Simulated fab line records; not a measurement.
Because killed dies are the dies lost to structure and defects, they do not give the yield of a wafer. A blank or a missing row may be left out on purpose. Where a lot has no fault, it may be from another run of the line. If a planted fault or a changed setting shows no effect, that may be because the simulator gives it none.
8D (eight disciplines) problem report, filled in by code || flow berkeley-cmos170 || the parts of the form that need people (team, actions taken, sign-off) are left out

1. THE ISSUE
Mean of oes-product-au at UCB170_M2_ETCH_17: 0.888 a.u. across 6 wafers in 2 lots; on wafers with no fault it is 0.996 a.u. (standard deviation 0.02). Relative to the usual mean, that is a shift of -5.4 standard deviations.
The step: etches BARC in N2/H2.
First observed at day 10 07:29: wafer L916.1, on rie-diel-01. Wafers with a number at this step in the record: 42, from 14 lots. Rule for "out" (also "out of limits"): further than 4 standard deviations from the usual mean. All remaining wafers that have a number are taken as sound.

2. WHAT IT IS, WHAT IT ISN'T
{"question": "which readings at this step", "is": "oes-product-au", "is not": "drypump-motor-current-A, throttle-valve-pct"}
{"question": "which lots", "is": "L916, L921", "is not": "L903, L904, L905, L907, L908, L909, L910, L915, L922, L924, L925, L926"}
{"question": "which wafers of those lots", "is": "all that have a number", "is not": "-"}
{"question": "read on which tools", "is": "rie-diel-01", "is not": "rie-diel-02, rie-diel-04"}
{"question": "when", "is": "from day 10 07:29", "is not": "up to then (21 sound wafers); but 15 sound wafers of L915, L922, L924, L925, L926 came after"}

3. SUSPECTS, AND WHAT RULES EACH OUT
Counting: a tool at a process step up to the reading stays a suspect if it ran every lot that is out and no sound lot after the first of them.
- rie-diel-01 at UCB170_M2_ETCH_17 (etches BARC in N2/H2): kept. It ran every lot that is out, first L916 (day 10 07:29), and no sound lot after that; its last sound lot up to then is L910 (day 9 01:35). On those wafers its own readings are out: oes-product-au.
After counting, what remains is rie-diel-01 at UCB170_M2_ETCH_17.

4. THE CAUSE (what the simulator had put in)
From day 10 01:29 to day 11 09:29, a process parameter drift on rie-diel-01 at UCB170_M2_ETCH_17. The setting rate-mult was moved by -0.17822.
After counting, this tool was the only one left.

5. SEQUENCE OF EFFECTS, ordered by route
Each row: a reading where the mean over the struck wafers with a number is more than 3 standard deviations away from the usual. Readings are gone through only where the record gives a usual standard deviation; hours: the median, over the lots, of the time from a lot's start at the first step in this table giving one to that lot's start at this step; sigmas: the change measured in usual standard deviations.
{"hours": 0, "step": "UCB170_M2_ETCH_17", "reading": "oes-product-au", "usual": "0.996 a.u.", "on struck wafers": 0.888, "change": -0.108, "sigmas": -5.4}
The process steps in it:
- UCB170_M2_ETCH_17: etches BARC in N2/H2.

6. HOW IT WOULD HAVE BEEN CAUGHT EARLIER
The fault began at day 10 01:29; the first out-of-limits reading in this record came at day 10 07:29, 6 hours later.
